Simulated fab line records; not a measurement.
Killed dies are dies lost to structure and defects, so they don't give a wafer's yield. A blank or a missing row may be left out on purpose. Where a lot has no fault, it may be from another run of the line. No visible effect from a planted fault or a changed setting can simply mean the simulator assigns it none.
Shared-tool check / flow berkeley_cmos170 / Sample size 14 lots and 42 wafers

## WHY THIS WAS OPENED
Of 14 lots, 2 have the reading PSD_RS flagged at UCB170_SDANNEAL_RS_MEAS_02. No-fault wafers: 75.47 ohm/sq, standard deviation 0.26.
Rule: flag the lot when none of its wafers has a number, or when each of its wafers that has one lies beyond 4 standard deviations from that mean. All remaining lots are regarded as sound.

lot=L718; measured=day 7 04:21; on=film_metro-02; PSD_RS (ohm/sq), wafer by wafer=75.40 75.24 75.25; flag=
lot=L720; measured=day 7 11:31; on=film_metro-03; PSD_RS (ohm/sq), wafer by wafer=75.42 75.72 75.63; flag=
lot=L719; measured=day 7 12:13; on=film_metro-01; PSD_RS (ohm/sq), wafer by wafer=75.45 76.19 75.77; flag=
lot=L721; measured=day 8 01:29; on=film_metro-03; PSD_RS (ohm/sq), wafer by wafer=75.23 75.34 75.49; flag=
lot=L722; measured=day 8 01:49; on=film_metro-01; PSD_RS (ohm/sq), wafer by wafer=75.65 75.35 75.36; flag=
lot=L724; measured=day 8 12:27; on=film_metro-03; PSD_RS (ohm/sq), wafer by wafer=75.53 75.46 75.41; flag=
lot=L723; measured=day 8 12:52; on=film_metro-01; PSD_RS (ohm/sq), wafer by wafer=75.42 75.46 75.55; flag=
lot=L725; measured=day 8 17:23; on=film_metro-02; PSD_RS (ohm/sq), wafer by wafer=65.63 65.22 65.42; flag=FLAGGED
lot=L726; measured=day 9 04:41; on=film_metro-02; PSD_RS (ohm/sq), wafer by wafer=65.19 65.00 65.04; flag=FLAGGED
lot=L734; measured=day 11 00:19; on=film_metro-02; PSD_RS (ohm/sq), wafer by wafer=75.03 75.45 75.23; flag=
lot=L736; measured=day 11 00:26; on=film_metro-03; PSD_RS (ohm/sq), wafer by wafer=75.73 75.53 75.29; flag=
lot=L739; measured=day 11 09:57; on=film_metro-03; PSD_RS (ohm/sq), wafer by wafer=75.67 75.72 76.09; flag=
lot=L738; measured=day 11 10:31; on=film_metro-01; PSD_RS (ohm/sq), wafer by wafer=74.95 75.06 75.17; flag=
lot=L740; measured=day 11 16:07; on=film_metro-03; PSD_RS (ohm/sq), wafer by wafer=75.23 75.22 75.29; flag=
The mean of the flagged lots' numbers is 65.25 ohm/sq, -10.22 ohm/sq from the usual (-39 standard deviations).

## EACH LOT AND THE TOOL IT RAN ON
The record holds 2 process steps before the reading, out of a route of 331 steps. Each cell gives the tool, then ch followed by the chambers the sampled wafers passed through, then the start.
lot=L718; flag=; UCB170_SPACER_ETCHBACK_03=rie_diel-02 ch 0,3, day 6 23:41; UCB170_SDANNEAL_RTA_01=rtp_anneal-02 ch 0, day 7 04:17
lot=L720; flag=; UCB170_SPACER_ETCHBACK_03=rie_diel-02 ch 0,3, day 7 07:10; UCB170_SDANNEAL_RTA_01=rtp_anneal-01 ch 0, day 7 11:28
lot=L719; flag=; UCB170_SPACER_ETCHBACK_03=rie_diel-03 ch 1,2,3, day 7 07:10; UCB170_SDANNEAL_RTA_01=rtp_anneal-02 ch 0, day 7 12:09
lot=L721; flag=; UCB170_SPACER_ETCHBACK_03=rie_diel-03 ch 2,3, day 7 19:41; UCB170_SDANNEAL_RTA_01=rtp_anneal-01 ch 0, day 8 01:25
lot=L722; flag=; UCB170_SPACER_ETCHBACK_03=rie_diel-02 ch 1,3, day 7 19:41; UCB170_SDANNEAL_RTA_01=rtp_anneal-02 ch 0, day 8 01:45
lot=L724; flag=; UCB170_SPACER_ETCHBACK_03=rie_diel-02 ch 0,2,3, day 8 07:17; UCB170_SDANNEAL_RTA_01=rtp_anneal-01 ch 0, day 8 12:22
lot=L723; flag=; UCB170_SPACER_ETCHBACK_03=rie_diel-03 ch 0,1,2, day 8 07:17; UCB170_SDANNEAL_RTA_01=rtp_anneal-02 ch 0, day 8 12:48
lot=L725; flag=FLAGGED; UCB170_SPACER_ETCHBACK_03=rie_diel-02 ch 0,1,3, day 8 13:08; UCB170_SDANNEAL_RTA_01=rtp_anneal-02 ch 0, day 8 17:20
lot=L726; flag=FLAGGED; UCB170_SPACER_ETCHBACK_03=rie_diel-03 ch 0,3, day 8 22:58; UCB170_SDANNEAL_RTA_01=rtp_anneal-02 ch 0, day 9 04:36
lot=L734; flag=; UCB170_SPACER_ETCHBACK_03=rie_diel-01 ch 1,3, day 10 18:48; UCB170_SDANNEAL_RTA_01=rtp_anneal-01 ch 0, day 11 00:15
lot=L736; flag=; UCB170_SPACER_ETCHBACK_03=rie_diel-02 ch 0,1, day 10 18:48; UCB170_SDANNEAL_RTA_01=rtp_anneal-01 ch 0, day 11 00:22
lot=L739; flag=; UCB170_SPACER_ETCHBACK_03=rie_diel-03 ch 0,2,3, day 11 04:40; UCB170_SDANNEAL_RTA_01=rtp_anneal-01 ch 0, day 11 09:53
lot=L738; flag=; UCB170_SPACER_ETCHBACK_03=rie_diel-01 ch 0,3, day 11 04:40; UCB170_SDANNEAL_RTA_01=rtp_anneal-01 ch 0, day 11 10:27
lot=L740; flag=; UCB170_SPACER_ETCHBACK_03=rie_diel-01 ch 0,3, day 11 11:32; UCB170_SDANNEAL_RTA_01=rtp_anneal-02 ch 0, day 11 16:04
These steps, and what they do:
- UCB170_SPACER_ETCHBACK_03: etches SiO2 in CHF3/CF4/Ar, stops on Si, target depth 376 nm, time 100 s.
- UCB170_SDANNEAL_RTA_01: time 5 s.
- UCB170_SDANNEAL_RS_MEAS_02: measures by four-point-probe.

## FLAGGED AGAINST TOTAL, ONE TOOL AT A TIME (gauges that did the reading follow at the end)
step=UCB170_SPACER_ETCHBACK_03; tool=rie_diel-01; lots run=3; flagged=0; share of the flagged lots=none; sound lots run after its first flagged lot=-
step=UCB170_SPACER_ETCHBACK_03; tool=rie_diel-02; lots run=6; flagged=1; share of the flagged lots=some; sound lots run after its first flagged lot=1 (L736)
step=UCB170_SPACER_ETCHBACK_03; tool=rie_diel-03; lots run=5; flagged=1; share of the flagged lots=some; sound lots run after its first flagged lot=1 (L739)
step=UCB170_SDANNEAL_RTA_01; tool=rtp_anneal-01; lots run=7; flagged=0; share of the flagged lots=none; sound lots run after its first flagged lot=-
step=UCB170_SDANNEAL_RTA_01; tool=rtp_anneal-02; lots run=7; flagged=2; share of the flagged lots=all; sound lots run after its first flagged lot=1 (L740)
step=UCB170_SDANNEAL_RS_MEAS_02; tool=film_metro-01; lots run=4; flagged=0; share of the flagged lots=none; sound lots run after its first flagged lot=-
step=UCB170_SDANNEAL_RS_MEAS_02; tool=film_metro-02; lots run=4; flagged=2; share of the flagged lots=all; sound lots run after its first flagged lot=1 (L734)
step=UCB170_SDANNEAL_RS_MEAS_02; tool=film_metro-03; lots run=6; flagged=0; share of the flagged lots=none; sound lots run after its first flagged lot=-

## THE TABLE: WHAT IT ALLOWS
rtp_anneal-02 at UCB170_SDANNEAL_RTA_01 and film_metro-02 at UCB170_SDANNEAL_RS_MEAS_02 are the 2 rows of the table that ran each flagged lot.
- rtp_anneal-02 at UCB170_SDANNEAL_RTA_01 ran 7 lots, 2 of them flagged. Sound lots ran on it after the first flagged one (L740), which a lasting fault on the whole tool wouldn't allow. Its own readings lie more than 4 standard deviations out on every wafer of the flagged lots: wafer_temp_C_max.
- film_metro-02 at UCB170_SDANNEAL_RS_MEAS_02 ran 4 lots, 2 of them flagged. Sound lots ran on it after the first flagged one (L734), which a lasting fault on the whole tool wouldn't allow.
There is no row in the table that ran each flagged lot and no sound lot after the first.

## WHAT THE SIMULATOR PUT IN
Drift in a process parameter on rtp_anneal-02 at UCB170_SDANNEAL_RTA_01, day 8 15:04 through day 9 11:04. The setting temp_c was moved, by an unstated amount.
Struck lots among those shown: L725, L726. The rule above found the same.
